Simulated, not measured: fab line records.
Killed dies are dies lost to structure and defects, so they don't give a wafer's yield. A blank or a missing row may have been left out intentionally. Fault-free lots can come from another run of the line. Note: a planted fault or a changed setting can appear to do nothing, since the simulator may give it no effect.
Split-lot experiment -- flow ritCmos -- on a route of 202 steps: 5 lots, 23 wafers read

== ON THE SPLIT ==
At RIT_PLDD_IMPLANT_08, the setting energyKev was moved away from the recipe's 20 on 8 of the 23 wafers read, by -2.3% to +5.8%. For the rest of the wafers, this setting stayed at what the recipe calls for.

Reading taken at the split's own step.

== THE READING ==
implant.drpNm (the simulator's own value, which no gauge read), in nm, at RIT_PLDD_IMPLANT_08. The file gives no usual value for it.

wafer,"tool, chamber at the split",energyKev as run,against the recipe,"implant.drpNm, nm",against lot-mates on the recipe
L078.1,"implanter-03, 0",19.53,-2.3%,9.59,-0.162
L078.2,"implanter-03, 0",19.53,-2.3%,9.59,-0.162
L078.3,"implanter-03, 0",20,recipe,9.752,-
L078.4,"implanter-03, 0",20,recipe,9.752,-
L078.5,"implanter-03, 0",20,recipe,9.752,-
L079.1,"implanter-03, 0",20,recipe,9.752,-
L079.5,"implanter-03, 0",20,recipe,9.752,-
L079.2,"implanter-03, 0",21.05,+5.2%,10.11,+0.358
L079.3,"implanter-03, 0",21.05,+5.2%,10.11,+0.358
L079.4,"implanter-03, 0",21.05,+5.2%,10.11,+0.358
L080.1,"implanter-04, 0",20,recipe,9.752,-
L080.5,"implanter-04, 0",20,recipe,9.752,-
L080.3,"implanter-04, 0",21.16,+5.8%,10.15,+0.398
L080.4,"implanter-04, 0",21.16,+5.8%,10.15,+0.398
L080.6,"implanter-04, 0",21.16,+5.8%,10.15,+0.398
L083.1,"implanter-03, 0",20,recipe,9.752,-
L083.2,"implanter-03, 0",20,recipe,9.752,-
L083.3,"implanter-03, 0",20,recipe,9.752,-
L083.4,"implanter-03, 0",20,recipe,9.752,-
L083.5,"implanter-03, 0",20,recipe,9.752,-
L085.1,"implanter-03, 0",20,recipe,9.752,-
L085.5,"implanter-03, 0",20,recipe,9.752,-
L085.6,"implanter-03, 0",20,recipe,9.752,-

FIT RESULTS
A straight line over all 23 wafers: implant.drpNm changes by +0.0685 nm for each +1% of energyKev; r = +1.00; the points scatter about the line by 0.00071 nm.
The same after taking each lot's own level away (the mean of its wafers on the recipe; 23 wafers): +0.0685 nm for each +1%; r = +1.00; scatter 0.00071 nm.
On that fit, the largest move of energyKev shifts the reading by 0.4 nm.
The lots' own levels span 9.7520 to 9.7520 nm.
Consequently the slope shifts little with the lot-to-lot level, the two slopes agreeing.
Check: with one of the wafers moved furthest among these (+5.8%) left out of the fit, the line predicts +0.397 nm for it against its lot-mates. Against them it came out at +0.398 nm.

== THESE WAFERS: OTHER SPLITS ==
Other splits were also applied to these wafers ahead of the reading. Each is held against what the fit with the lots' levels taken away leaves over:
other split on the same wafers,wafers away from the commonest value,r with implant.drpNm (lot level and that fit taken away)
RIT_ACTIVE_CVD_03 timeS,18,+0.18
RIT_ACTIVE_ETCH_13 rfW,8,-0.10
RIT_ACTIVE_STRIP_14 pressureMtorr,18,+0.19
RIT_PWELL_IMPLANT_08 doseCm2,5,-0.41
RIT_NRETRO_IMPLANT_08 energyKev,5,-0.02
RIT_PRETRO_COAT_01 resistThkNm,7,+0.21
RIT_GATE_OXIDATION_05 tempC,15,+0.01
RIT_GATE_DEVELOP_15 devTempC,7,-0.07

== THE WHOLE CHAIN: every reading that the file lists as answering this split, in the file's order ==
step,what it does,reading,change (the file's fit),r (the file's)
RIT_PLDD_IMPLANT_08,,"implant.rpNm (the simulator's own value, which no gauge read)",+0.136 nm for each +1% of the setting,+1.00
RIT_PLDD_IMPLANT_08,,"implant.drpNm (the simulator's own value, which no gauge read)",+0.068 nm for each +1% of the setting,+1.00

== THE FILE'S OWN FIT ==
implant.drpNm changes by +0.068 nm for each +1% of energyKev, r = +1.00.
